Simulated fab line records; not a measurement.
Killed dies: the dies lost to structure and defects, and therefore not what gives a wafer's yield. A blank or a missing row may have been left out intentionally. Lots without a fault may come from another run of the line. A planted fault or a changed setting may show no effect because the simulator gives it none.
Struck lot and sound lot, side by side ; flow berkeleyCmos170 ; 23 out of 331 route steps
Sound: wafers L123.2, L123.3, L123.5. Struck: wafers L135.2, L135.3, L135.5. The cause is named last.
Order at every step that has rows: each side's tool, ch and its chambers, its first start. Under that, the readings that differ: sound wafers ; struck wafers ; difference of the means ; sigmas: that difference in standard deviations of wafers without a fault.
alike: readings with means less than 2 such deviations apart, plus words and numbers identical on both sides. not compared: withheld readings, readings lacking a value on some wafer, bounds such as >300 that could conceal the same value, and numbers that have no deviation in the record and whose values overlap.
The two part at a step that has a row with sigmas, a row that says differs or no value, or rows on one side only. When numbers do not overlap yet have no deviation, they are printed without sigmas and do not part them. A reading that every wafer of one side lacks parts them only if that side has two wafers or more.

first, 6 steps without rows for these wafers: UCB170_ZERO_HMDS_00 (prime time 60 s); UCB170_ZERO_COAT_01 (resist thk 900 nm); UCB170_ZERO_SOFTBAKE_02 (time 60 s); UCB170_ZERO_EXPOSE_03 (exposes mask PM MARKS, target cd 4000 nm); UCB170_ZERO_PEB_04; UCB170_ZERO_DEVELOP_05 (develop time 45 s).
UCB170_ZERO_ETCH_06: etches SiO2 in CHF3/CF4/Ar, time 12 s.
  sound on rieDiel-04 ch 0,2, day 2 08:50; struck on rieDiel-04 ch 1,2, day 5 02:13
  alike: drypumpMotorCurrentA, oesProductAu, rfFwdPowerW, throttleValvePct
  not compared: rfHoursCounterH
UCB170_ZERO_STRIP_07: strips in O2.
  sound on plasmaAsher-03 ch 0,1, day 2 08:52; struck on plasmaAsher-02 ch 0,1, day 5 02:14
  alike: drypumpMotorCurrentA, oesProductAu, stripTimeToEndpointS
  not compared: rfHoursCounterH
then, 2 steps without rows for these wafers: UCB170_NWELL_WET_ETCH_00 (etches SiO2 in dHF, time 200 s); UCB170_NWELL_OXIDATION_01 (target thk 26.4 nm, ox time 1260 s).
UCB170_NWELL_THK_MEAS_02:
  struck on filmMetro-02, day 5 06:32; sound on filmMetro-01, day 2 15:23
  alike: NWELL_OXIDE_THK
then, 1 step without rows for these wafers: UCB170_NWELL_ANNEAL_03 (time 900 s).
UCB170_NWELL_CVD_04: deposits Si3N4 from SiH2Cl2/NH3, target thk 224 nm, time 3360 s.
  sound on lpcvd-02 ch 0, day 2 20:58; struck on lpcvd-01 ch 1, day 5 12:52
  alike: nh3FlowSccm
UCB170_NWELL_THK_MEAS_05:
  struck on filmMetro-01, day 5 14:49; sound on filmMetro-01, day 2 22:54
reading;sound;struck;difference;sigmas
NWELL_NITRIDE_THK (nm);221.1 223.6 226.4;449.3 450.3 448.2;+225.6;+99 or more
then, 6 steps without rows for these wafers: UCB170_NWELL_HMDS_06 (prime time 60 s); UCB170_NWELL_COAT_07 (resist thk 900 nm); UCB170_NWELL_SOFTBAKE_08 (time 60 s); UCB170_NWELL_EXPOSE_09 (exposes mask NWELL, target cd 3000 nm); UCB170_NWELL_PEB_10; UCB170_NWELL_DEVELOP_11 (develop time 45 s).
UCB170_NWELL_OVL_MEAS_12:
  struck on overlay-01, day 5 15:43; sound on overlay-01, day 3 00:00
  alike: NWELL_OVL
UCB170_NWELL_ETCH_13: etches Si3N4 in CH3F/Ar/O2, stops on SiO2, target depth 246.4 nm, time 154 s.
  sound on rieDiel-01 ch 2,3, day 3 00:02; struck on rieDiel-03 ch 0,3, day 5 15:44
reading;sound;struck;difference;sigmas
oesProductAu (a.u.);0.962 0.934 0.975;0.981 0.998 0.987;+0.032;+2
model.etch.depthNm (nm);221.1 223.8 226.5;245.1 242.9 248.4;+21.7;
  alike: drypumpMotorCurrentA, rfFwdPowerW, throttleValvePct
  not compared: rfHoursCounterH
following that, these wafers have no rows for 1 step: UCB170_NWELL_IMPLANT_14.

WHERE THEY PART
Earliest at UCB170_NWELL_THK_MEAS_05; latest, in this record, at UCB170_NWELL_ETCH_13.

WHY: what the simulator had put in
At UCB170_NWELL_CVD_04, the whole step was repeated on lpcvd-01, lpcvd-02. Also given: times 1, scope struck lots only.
